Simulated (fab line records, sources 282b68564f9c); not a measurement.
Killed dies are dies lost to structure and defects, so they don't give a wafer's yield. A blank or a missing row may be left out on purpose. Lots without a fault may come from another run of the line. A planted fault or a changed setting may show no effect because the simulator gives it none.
fab line records | flow rit_cmos
record lots=6 wafers=18 last_day=7
route steps=202 shown FOX2@23 NWELL@28 M1@202
lots that met no fault: from a run of the same line without faults
start_h: hours from the record's first day to the start of the lot's first wafer shown | wait_h: hours since the lot's step before | " the same as in the row above | L1.1+2: a row that stands for several wafers | - no value, or no start given | * or withheld: withheld | < > ~ a bound
route shown NAME@n: a module of which the file shows steps, and the number in the route of the first | usual: mean/standard deviation of fault-free wafers | same: alike in all rows | chamber/n: place in a boat | sites: the reading at each site | _std_site: their standard deviation | _edge_site: outer sites' mean less inner sites' | radius_mm: how far each site lies from the wafer's centre | mask NAME#n: copy n | behind: the tool/chamber that last shaped the wafer | hold: why the lot was held/for how many hours/how that ended | device: the transistor (n, p or np) that didn't switch | end of line: the same wafers' tests at the end of the route | a step without rows: its recipe alone | killed: dies lost to structure and defects at the first sort, not the wafer's yield | map: a wafer's dies, x killed, . not, _ none there
set.NAME: the setting as run; set.NAME@STEP: as run at that earlier step | model.NAME: the simulator's own value behind a step, which no gauge read
lots at some steps of the route; a table a step, a row a wafer
## steps
# step RIT_FOX2_OXIDATION_00
# recipe temp_c=1100 ambient=H2O target_thk_a=3507 p_h2o_torr=720 ox_time_s=1130
# step RIT_FOX2_THK_MEAS_01
# recipe reads=SiO2_of_FOX2_OXIDATION_00
# usual FOX2_OXIDE_THK=350/6.2
# columns lot.wafer tool chamber start_h wait_h FOX2_OXIDE_THK[nm]
L580.4 film_metro-01 - 41.82 0.0 352
L580.5 " - " " 348
L580.6 " - " " 356
L584.2 film_metro-01 - 67.30 0.0 351
L584.3 " - " " 347
L584.6 " - " " 349
L590.2 film_metro-03 - 89.55 0.0 354
L590.3 " - " " 354
L590.4 " - " " 362
L591.1 film_metro-04 - 93.31 0.0 351
L591.4 " - " " 353
L591.6 " - " " 353
L592.1 film_metro-01 - 101.50 0.0 333
L592.4 " - " " 332
L592.5 " - " " 332
L598.2 film_metro-04 - 130.86 0.0 344
L598.3 " - " " 349
L598.4 " - " " 346
# step RIT_FOX2_CLEAN_02
# recipe chemistry=dHF dilution=50:1 time_s=180
# step RIT_FOX2_WET_ETCH_03
# recipe chemistry=H3PO4 target=Si3N4 target_depth_nm=195 temp_c=165 time_s=2700
# step RIT_FOX2_THK_MEAS_90
# recipe reads=SiO2_of_FOX2_OXIDATION_00
# usual FIELD_OXIDE_LEFT_1_THK=323/6.2
# columns lot.wafer tool chamber start_h wait_h FIELD_OXIDE_LEFT_1_THK[nm]
L580.4 film_metro-03 - 42.77 0.0 325
L580.5 " - " " 321
L580.6 " - " " 329
L584.2 film_metro-04 - 68.24 0.0 324
L584.3 " - " " 320
L584.6 " - " " 321
L590.2 film_metro-03 - 90.42 0.0 326
L590.3 " - " " 327
L590.4 " - " " 335
L591.1 film_metro-01 - 94.19 0.0 325
L591.4 " - " " 326
L591.6 " - " " 326
L592.1 film_metro-03 - 102.38 0.0 306
L592.4 " - " " 305
L592.5 " - " " 305
L598.2 film_metro-04 - 131.74 0.0 317
L598.3 " - " " 322
L598.4 " - " " 319
# step RIT_NWELL_HMDS_00
# recipe prime_time_s=62.45 prime_temp_c=140
# step RIT_NWELL_COAT_01
# recipe resist=NOVOLAK spin_rpm=2000 resist_thk_nm=1300
# step RIT_NWELL_SOFTBAKE_02
# recipe resist=NOVOLAK temp_c=90 time_s=60
# step RIT_NWELL_EXPOSE_03
# recipe mask_id=M2 na=0.57 target_cd_nm=43900 dose_mj=250
# step RIT_NWELL_PEB_04
# recipe resist=NOVOLAK temp_c=withheld time_s=withheld
# step RIT_NWELL_DEVELOP_05
# recipe resist=NOVOLAK develop_time_s=68 dev_temp_c=23
# step RIT_NWELL_OVL_MEAS_06
# usual NWELL_OVL=0.1/1.3
# columns lot.wafer tool chamber start_h wait_h NWELL_OVL[nm]
L580.4 overlay-02 - 43.69 - 0.9
L580.5 " - " " 0.0
L580.6 " - " " 0.9
L584.2 overlay-02 - 69.30 - 0.2
L584.3 " - " " -1.4
L584.6 " - " " 0.5
L590.2 overlay-02 - 91.70 - 2.7
L590.3 " - " " 0.2
L590.4 " - " " 1.4
L591.1 overlay-01 - 95.13 - -1.6
L591.4 " - " " 0.8
L591.6 " - " " -1.1
L592.1 overlay-02 - 103.45 - 0.1
L592.4 " - " " -0.9
L592.5 " - " " 0.9
L598.2 overlay-02 - 132.68 - 0.3
L598.3 " - " " 2.0
L598.4 " - " " 1.3
# step RIT_NWELL_HARDBAKE_07
# recipe resist=NOVOLAK temp_c=140 time_s=120
# usual exhaust_pa=45.2/0.91 heater_power_total_W=52.02/0.062 plate_temp_C=140.00/0.13
# columns lot.wafer tool chamber start_h wait_h exhaust_pa heater_power_total_W plate_temp_C
L580.4 litho_track-02 0 43.84 0.1 46.4 52.06 140.04
L580.5 " 0 " " 45.3 51.99 140.26
L580.6 " 0 " " 44.7 52.01 140.06
L584.2 litho_track-03 0 69.37 0.1 43.8 52.11 139.87
L584.3 " 0 " " 42.5 51.93 140.00
L584.6 " 0 " " 43.3 51.92 139.98
L590.2 litho_track-03 0 91.99 0.3 45.1 53.44 142.97
L590.3 " 0 " " 45.1 53.47 143.11
L590.4 " 0 " " 46.0 53.54 143.02
L591.1 litho_track-01 0 95.16 0.0 43.7 51.98 140.08
L591.4 " 0 " " 44.3 52.08 139.99
L591.6 " 0 " " 43.4 52.04 140.12
L592.1 litho_track-03 0 103.48 0.0 48.4 53.37 142.66
L592.4 " 0 " " 46.2 53.57 142.76
L592.5 " 0 " " 47.2 53.44 142.88
L598.2 litho_track-02 0 132.75 0.1 45.4 52.00 140.00
L598.3 " 0 " " 44.9 52.00 140.09
L598.4 " 0 " " 44.7 51.95 140.06
# step RIT_NWELL_IMPLANT_08
# recipe species=P energy_kev=170 dose_cm2=5e+13 tilt_deg=7
# step RIT_M1_PROBE_99
# usual killed_at_contacts=0.1/0.23 killed_at_front_end=6/3.1 killed_dies=6/3.1 killed_on_rim=1.7/1.3 killed_open=3.2/1.9 killed_short=3.2/2.1
# same gross_dies=264 killed_at_M0_to_M3=0 killed_at_M4_up=0 killed_at_back_side=0 killed_at_other=0
# columns lot.wafer tool chamber start_h wait_h killed_at_contacts killed_at_front_end killed_dies killed_on_rim killed_open killed_short
L580.4 prober-02 - 86.32 0.2 0 7 7 3 4 3
L580.5 prober-02 - 86.37 0.2 0 10 10 3 5 5
L580.6 prober-02 - 86.42 0.2 0 6 6 1 2 4
L584.2 prober-02 - 108.77 0.1 0 5 5 1 3 2
L584.3 prober-02 - 108.82 0.2 1 3 4 0 2 2
L584.6 prober-02 - 108.97 0.2 0 6 6 0 5 1
L590.2 prober-02 - 158.79 0.1 1 7 8 2 7 1
L590.3 prober-02 - 158.84 0.2 0 6 6 3 4 2
L590.4 prober-02 - 158.89 0.2 0 7 7 3 6 1
L591.1 prober-02 - 159.04 0.3 0 6 6 1 2 4
L591.4 prober-02 - 159.19 0.4 0 3 3 1 2 1
L591.6 prober-02 - 159.29 0.4 0 6 6 1 2 4
L592.1 prober-01 - 159.34 0.6 0 7 7 2 4 3
L592.4 prober-01 - 159.49 0.7 0 4 4 2 2 2
L592.5 prober-01 - 159.54 0.7 0 8 8 1 5 3
L598.2 prober-02 - 176.71 0.1 0 5 5 0 3 2
L598.3 prober-02 - 176.76 0.2 0 3 3 0 2 1
L598.4 prober-02 - 176.81 0.2 0 5 5 0 3 2
# killed by level:class
L580.4 GATE:geometric_particle:short=3 GATE:geometric_particle:open=2 SPACER:geometric_particle:open=2
L580.5 FOX1:geometric_particle:short=3 REOX:geometric_particle:open=2 FOX1:geometric_particle:open=1 FOX2:geometric_particle:short=1 GATE:geometric_particle:short=1 GATE:geometric_particle:open=1 SPACER:geometric_particle:open=1
L580.6 GATE:geometric_particle:short=2 GATE:geometric_particle:open=1 REOX:geometric_particle:short=1 REOX:geometric_particle:open=1 SPACER:geometric_particle:short=1
L584.2 GATE:geometric_particle:open=3 FOX1:geometric_particle:short=1 REOX:geometric_particle:short=1
L584.3 GATE:geometric_particle:short=2 SILICIDE:geometric_particle:open=1 CONTACT:geometric_particle:open=1
L584.6 GATE:geometric_particle:open=5 GATE:geometric_particle:short=1
L590.2 FOX2:geometric_particle:open=3 ACTIVE:geometric_particle:short=1 FOX1:geometric_particle:open=1 REOX:geometric_particle:open=1 SILICIDE:geometric_particle:open=1 CONTACT:geometric_particle:open=1
L590.3 GATE:geometric_particle:open=2 FOX1:geometric_particle:short=1 GATE:geometric_particle:short=1 REOX:geometric_particle:open=1 SPACER:geometric_particle:open=1
L590.4 ACTIVE:geometric_particle:open=1 FOX1:geometric_particle:short=1 FOX1:geometric_particle:open=1 FOX2:geometric_particle:open=1 GATE:geometric_particle:open=1 REOX:geometric_particle:open=1 SILICIDE:geometric_particle:open=1
L591.1 REOX:geometric_particle:short=2 FOX2:geometric_particle:short=1 GATE:geometric_particle:open=1 GATE:geometric_particle:short=1 REOX:geometric_particle:open=1
L591.4 GATE:geometric_particle:open=1 REOX:geometric_particle:open=1 SPACER:geometric_particle:short=1
L591.6 FOX1:geometric_particle:short=2 REOX:geometric_particle:open=2 GATE:geometric_particle:short=1 REOX:geometric_particle:short=1
L592.1 GATE:geometric_particle:short=3 GATE:geometric_particle:open=2 SPACER:geometric_particle:open=1 SILICIDE:geometric_particle:open=1
L592.4 GATE:geometric_particle:short=2 GATE:geometric_particle:open=1 SILICIDE:geometric_particle:open=1
L592.5 SPACER:geometric_particle:open=3 SILICIDE:geometric_particle:short=2 GATE:geometric_particle:short=1 GATE:geometric_particle:open=1 REOX:geometric_particle:open=1
L598.2 FOX2:geometric_particle:open=1 GATE:geometric_particle:short=1 GATE:geometric_particle:open=1 SILICIDE:geometric_particle:short=1 SILICIDE:geometric_particle:open=1
L598.3 REOX:geometric_particle:open=2 SPACER:geometric_particle:short=1
L598.4 GATE:geometric_particle:open=1 REOX:geometric_particle:open=1 REOX:geometric_particle:short=1 SILICIDE:geometric_particle:open=1 SILICIDE:geometric_particle:short=1
## key
first_sign step=RIT_NWELL_HARDBAKE_07 reading=heater_power_total_W direction=up sigmas=23 usual=52.02 struck=53.47
effect step=RIT_NWELL_HARDBAKE_07 reading=plate_temp_C direction=up sigmas=22 usual=* struck=*
met_at RIT_NWELL_HARDBAKE_07
struck_wafers L590.2,L590.3,L590.4,L592.1,L592.4,L592.5
tester_left_out L590,L592
onset_between 69.37 91.99
fault kind=process_parameter_drift tool=litho_track-03 chamber=- onset_h=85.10 steps=RIT_NWELL_HARDBAKE_07 channel=temp_c offset=* shape=step end_h=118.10 acts_in=* stated=*
# tester_left_out: of these lots the tester's yield and bins aren't shown, on N5 and GAA mostly nor the transistor test; their killed dies are dies lost to structure and defects alone, not to doping, threshold or leakage, so they don't give the yield
